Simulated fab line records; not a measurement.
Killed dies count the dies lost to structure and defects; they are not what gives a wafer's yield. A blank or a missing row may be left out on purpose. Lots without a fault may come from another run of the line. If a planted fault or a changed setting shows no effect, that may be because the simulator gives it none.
Which tool did it? -- flow rit_cmos -- 45 wafers from 15 lots sampled at 2 of the route's 202 steps

WHAT EACH GAUGE READ, for each wafer
RIT_REOX_THK_MEAS_04. Usual: REOX_OXIDE_THK gives 25.2 nm (standard deviation 0.46).
lot,measured,on,REOX_OXIDE_THK (nm),flag
L988,day 2 23:37,film_metro-02,25.6 25.8 25.6,
L989,day 3 07:35,film_metro-04,25.7 25.7 25.6,
L991,day 3 17:39,film_metro-01,25.7 25.8 25.9,
L992,day 4 01:25,film_metro-04,25.0 25.0 25.6,
L993,day 4 03:57,film_metro-02,24.8 25.1 25.1,
L994,day 4 03:58,film_metro-01,25.3 25.2 25.1,
L995,day 4 18:18,film_metro-01,14.7 14.7 14.8,OFF
L997,day 5 01:25,film_metro-02,25.5 25.6 25.6,
L999,day 5 10:32,film_metro-02,14.7 14.5 14.3,OFF
L100,day 5 10:33,film_metro-04,15.2 14.5 15.1,OFF
L105,day 7 01:39,film_metro-04,24.3 24.9 24.7,
L107,day 7 07:53,film_metro-02,24.5 24.6 24.3,
L109,day 7 18:48,film_metro-04,25.2 24.6 24.8,
L110,day 8 00:37,film_metro-01,24.5 24.4 24.3,
L111,day 8 10:55,film_metro-01,25.7 25.9 25.6,

TOOL THAT RAN EACH LOT (tool first, then ch and the chambers of the sampled wafers, then the start)
lot,RIT_REOX_OXIDATION_03
L988,"furnace-03 ch 0, day 2 21:04"
L989,"furnace-04 ch 0, day 3 05:02"
L991,"furnace-01 ch 0, day 3 15:05"
L992,"furnace-01 ch 0, day 3 22:51"
L993,"furnace-01 ch 0, day 4 01:24"
L994,"furnace-01 ch 0, day 4 01:24"
L995,"furnace-01 ch 0, day 4 15:45"
L997,"furnace-04 ch 0, day 4 22:52"
L999,"furnace-01 ch 0, day 5 07:59"
L100,"furnace-01 ch 0, day 5 07:59"
L105,"furnace-04 ch 0, day 6 23:05"
L107,"furnace-03 ch 0, day 7 05:20"
L109,"furnace-03 ch 0, day 7 16:13"
L110,"furnace-01 ch 0, day 7 22:04"
L111,"furnace-04 ch 0, day 8 08:21"
- RIT_REOX_OXIDATION_03: target thk 25.2 nm, ox time 5580 s.

AS READ BY THE TOOLS THEMSELVES (means over the sampled wafers that have a number; for cases with no such wafer, the mark the record gives instead)
RIT_REOX_OXIDATION_03. Usual: tube_center_temp_C_max at 902.3, with a standard deviation of 0.36.
lot,tool,tube_center_temp_C_max,flag
L988,furnace-03,902.3,
L989,furnace-04,902.2,
L991,furnace-01,902.7,
L992,furnace-01,901.9,
L993,furnace-01,902.2,
L994,furnace-01,902.6,
L995,furnace-01,902.2,
L997,furnace-04,902.3,
L999,furnace-01,902.5,
L100,furnace-01,902.1,
L105,furnace-04,902.5,
L107,furnace-03,902.1,
L109,furnace-03,902.3,
L110,furnace-01,902.5,
L111,furnace-04,902.1,

THE ANSWER, worked out from the rows above alone
Rule: take the mean of a lot's wafers that have a number; if it is more than 3 standard deviations from the usual mean, the lot is off. Also off: a lot with no number at a reading for which 4 or more lots have one. Where the step has rows for the other lots, those lots are counted as sound. The gauges are gone through in route order, then the tools' own readings, and for those a lot's mean is taken as printed above. The first step at which some lot is off is used, and at that step the reading that is off furthest; a lot without a number counts as furthest.
Off: at RIT_REOX_THK_MEAS_04 (REOX_OXIDE_THK), L995, L999, L100.
A tool fits if, at a process step before that reading, it ran every lot that is off, and no sound lot after the first of them. The gauges at RIT_REOX_THK_MEAS_04 are tried like those tools. Of those tried, none fits.

WHAT WAS PUT IN BY THE SIMULATOR
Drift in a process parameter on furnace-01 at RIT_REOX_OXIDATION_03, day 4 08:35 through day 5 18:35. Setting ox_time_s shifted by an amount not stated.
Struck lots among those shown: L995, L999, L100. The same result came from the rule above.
